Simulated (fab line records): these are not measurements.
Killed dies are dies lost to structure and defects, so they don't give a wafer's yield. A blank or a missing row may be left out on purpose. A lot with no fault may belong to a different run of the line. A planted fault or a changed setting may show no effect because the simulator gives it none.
Split-lot experiment || flow berkeley cmos170 || on a route of 331 steps: 5 lots, 23 wafers read

ON THE SPLIT
At UCB170_ACTIVE_OXIDATION_02 (target thk 26.4 nm, ox time 1260 s), the setting ox time s was moved away from the recipe's 1260 s on 10 of the 23 wafers read, by -6.0% to +10.3%. This setting was run at the recipe's value on the other wafers.

Reading taken at the split's own step.

THE READING
SiO2_of_ACTIVE_OXIDATION_02.thk nm (the simulator's own value, which no gauge read), in nm, at UCB170_ACTIVE_OXIDATION_02 (target thk 26.4 nm, ox time 1260 s). No usual value for it is given in the file. Across the 13 wafers here that went through the recipe, the average is 26.27 nm and the standard deviation 0.65 nm.

{"wafer": "L074.1", "tool, chamber at the split": "-, -", "ox time s as run, s": 1390, "against the recipe": "+10.3%", "SiO2_of_ACTIVE_OXIDATION_02.thk nm, nm": 28.23, "against lot-mates on the recipe": "no lot-mate on the recipe"}
{"wafer": "L074.3", "tool, chamber at the split": "-, -", "ox time s as run, s": 1390, "against the recipe": "+10.3%", "SiO2_of_ACTIVE_OXIDATION_02.thk nm, nm": 28.04, "against lot-mates on the recipe": "no lot-mate on the recipe"}
{"wafer": "L074.4", "tool, chamber at the split": "-, -", "ox time s as run, s": 1390, "against the recipe": "+10.3%", "SiO2_of_ACTIVE_OXIDATION_02.thk nm, nm": 28.33, "against lot-mates on the recipe": "no lot-mate on the recipe"}
{"wafer": "L074.5", "tool, chamber at the split": "-, -", "ox time s as run, s": 1390, "against the recipe": "+10.3%", "SiO2_of_ACTIVE_OXIDATION_02.thk nm, nm": 28.02, "against lot-mates on the recipe": "no lot-mate on the recipe"}
{"wafer": "L074.6", "tool, chamber at the split": "-, -", "ox time s as run, s": 1390, "against the recipe": "+10.3%", "SiO2_of_ACTIVE_OXIDATION_02.thk nm, nm": 27.92, "against lot-mates on the recipe": "no lot-mate on the recipe"}
{"wafer": "L082.2", "tool, chamber at the split": "-, -", "ox time s as run, s": 1260, "against the recipe": "recipe", "SiO2_of_ACTIVE_OXIDATION_02.thk nm, nm": 27.22, "against lot-mates on the recipe": "-"}
{"wafer": "L082.3", "tool, chamber at the split": "-, -", "ox time s as run, s": 1260, "against the recipe": "recipe", "SiO2_of_ACTIVE_OXIDATION_02.thk nm, nm": 26.98, "against lot-mates on the recipe": "-"}
{"wafer": "L082.4", "tool, chamber at the split": "-, -", "ox time s as run, s": 1260, "against the recipe": "recipe", "SiO2_of_ACTIVE_OXIDATION_02.thk nm, nm": 27.06, "against lot-mates on the recipe": "-"}
{"wafer": "L082.5", "tool, chamber at the split": "-, -", "ox time s as run, s": 1260, "against the recipe": "recipe", "SiO2_of_ACTIVE_OXIDATION_02.thk nm, nm": 26.66, "against lot-mates on the recipe": "-"}
{"wafer": "L082.6", "tool, chamber at the split": "-, -", "ox time s as run, s": 1260, "against the recipe": "recipe", "SiO2_of_ACTIVE_OXIDATION_02.thk nm, nm": 27.05, "against lot-mates on the recipe": "-"}
{"wafer": "L083.1", "tool, chamber at the split": "-, -", "ox time s as run, s": 1260, "against the recipe": "recipe", "SiO2_of_ACTIVE_OXIDATION_02.thk nm, nm": 25.77, "against lot-mates on the recipe": "-"}
{"wafer": "L083.2", "tool, chamber at the split": "-, -", "ox time s as run, s": 1260, "against the recipe": "recipe", "SiO2_of_ACTIVE_OXIDATION_02.thk nm, nm": 25.63, "against lot-mates on the recipe": "-"}
{"wafer": "L083.4", "tool, chamber at the split": "-, -", "ox time s as run, s": 1260, "against the recipe": "recipe", "SiO2_of_ACTIVE_OXIDATION_02.thk nm, nm": 25.69, "against lot-mates on the recipe": "-"}
{"wafer": "L083.5", "tool, chamber at the split": "-, -", "ox time s as run, s": 1260, "against the recipe": "recipe", "SiO2_of_ACTIVE_OXIDATION_02.thk nm, nm": 25.36, "against lot-mates on the recipe": "-"}
{"wafer": "L083.6", "tool, chamber at the split": "-, -", "ox time s as run, s": 1260, "against the recipe": "recipe", "SiO2_of_ACTIVE_OXIDATION_02.thk nm, nm": 25.55, "against lot-mates on the recipe": "-"}
{"wafer": "L084.3", "tool, chamber at the split": "furnace-04, 0", "ox time s as run, s": 1260, "against the recipe": "recipe", "SiO2_of_ACTIVE_OXIDATION_02.thk nm, nm": 25.99, "against lot-mates on the recipe": "-"}
{"wafer": "L084.5", "tool, chamber at the split": "furnace-04, 0", "ox time s as run, s": 1260, "against the recipe": "recipe", "SiO2_of_ACTIVE_OXIDATION_02.thk nm, nm": 26.68, "against lot-mates on the recipe": "-"}
{"wafer": "L084.6", "tool, chamber at the split": "furnace-04, 0", "ox time s as run, s": 1260, "against the recipe": "recipe", "SiO2_of_ACTIVE_OXIDATION_02.thk nm, nm": 25.89, "against lot-mates on the recipe": "-"}
{"wafer": "L085.1", "tool, chamber at the split": "-, -", "ox time s as run, s": 1184, "against the recipe": "-6.0%", "SiO2_of_ACTIVE_OXIDATION_02.thk nm, nm": 25.66, "against lot-mates on the recipe": "no lot-mate on the recipe"}
{"wafer": "L085.3", "tool, chamber at the split": "-, -", "ox time s as run, s": 1184, "against the recipe": "-6.0%", "SiO2_of_ACTIVE_OXIDATION_02.thk nm, nm": 25.64, "against lot-mates on the recipe": "no lot-mate on the recipe"}
{"wafer": "L085.6", "tool, chamber at the split": "-, -", "ox time s as run, s": 1184, "against the recipe": "-6.0%", "SiO2_of_ACTIVE_OXIDATION_02.thk nm, nm": 25.64, "against lot-mates on the recipe": "no lot-mate on the recipe"}
{"wafer": "L085.4", "tool, chamber at the split": "-, -", "ox time s as run, s": 1184, "against the recipe": "-6.0%", "SiO2_of_ACTIVE_OXIDATION_02.thk nm, nm": 25.57, "against lot-mates on the recipe": "no lot-mate on the recipe"}
{"wafer": "L085.5", "tool, chamber at the split": "-, -", "ox time s as run, s": 1184, "against the recipe": "-6.0%", "SiO2_of_ACTIVE_OXIDATION_02.thk nm, nm": 25.48, "against lot-mates on the recipe": "no lot-mate on the recipe"}

FIT RESULTS
A straight line over all 23 wafers: SiO2_of_ACTIVE_OXIDATION_02.thk nm changes by +0.158 nm for each +1% of ox time s; r = +0.86; the points scatter about the line by 0.53 nm.
Too few moved wafers have a lot-mate on the recipe to fit a line with each lot's own level taken away.

FILE'S OWN FIT
SiO2_of_ACTIVE_OXIDATION_02.thk nm changes by +0.158 nm for each +1% of ox time s, r = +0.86.
